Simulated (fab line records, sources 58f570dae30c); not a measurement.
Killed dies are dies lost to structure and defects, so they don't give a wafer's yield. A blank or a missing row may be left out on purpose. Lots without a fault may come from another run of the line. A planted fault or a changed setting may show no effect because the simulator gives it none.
Chamber matching | flow berkeley_cmos170 | UCB170_NWELL_ETCH_13 on rie_diel-01: 4 sister chambers
The step etches Si3N4 in CH3F/Ar/O2, stops on SiO2, target depth 246.4 nm, time 154 s. 4 wafers are shown with their chamber, then 8 later ones without.

WAFERS WITH THEIR CHAMBER
wafer  | chamber | throttle_valve_pct (%)
L332.6 | 2       | 8.07
L333.3 | 0       | 8.17
L333.4 | 3       | 8.19
L336.2 | 1       | 8.30

WAFERS WITHOUT THEIR CHAMBER
wafer  | throttle_valve_pct (%)
L336.4 | 8.16
L336.5 | 8.31
L343.1 | 8.08
L343.2 | 8.19
L343.6 | 8.06
L345.2 | 8.29
L345.4 | 8.17
L345.5 | 8.31

WHICH CHAMBER EACH WENT THROUGH
wafer  | from the rows above | in truth
L336.4 | 0                   | 0
L336.5 | 1                   | 1
L343.1 | 2                   | 2
L343.2 | 3                   | 3
L343.6 | 2                   | 2
L345.2 | 1                   | 1
L345.4 | 0                   | 0
L345.5 | 1                   | 1
Placed correctly: 8 of 8. Can't be placed from these rows: 0. Placed wrongly: 0.
How it was worked out, from the rows above alone: a wafer's distance from a chamber is the root of the sum, over the readings, of the square of ((its reading less the chamber's mean) divided by the reading's scatter). The wafer belongs to the nearest chamber; if the next one is less than 2 further off, it can't be placed. A chamber's mean is the mean of its shown wafers. The scatter: with one shown wafer a chamber, the root of the mean of the squares of how far each hidden wafer lies from its nearest shown one.
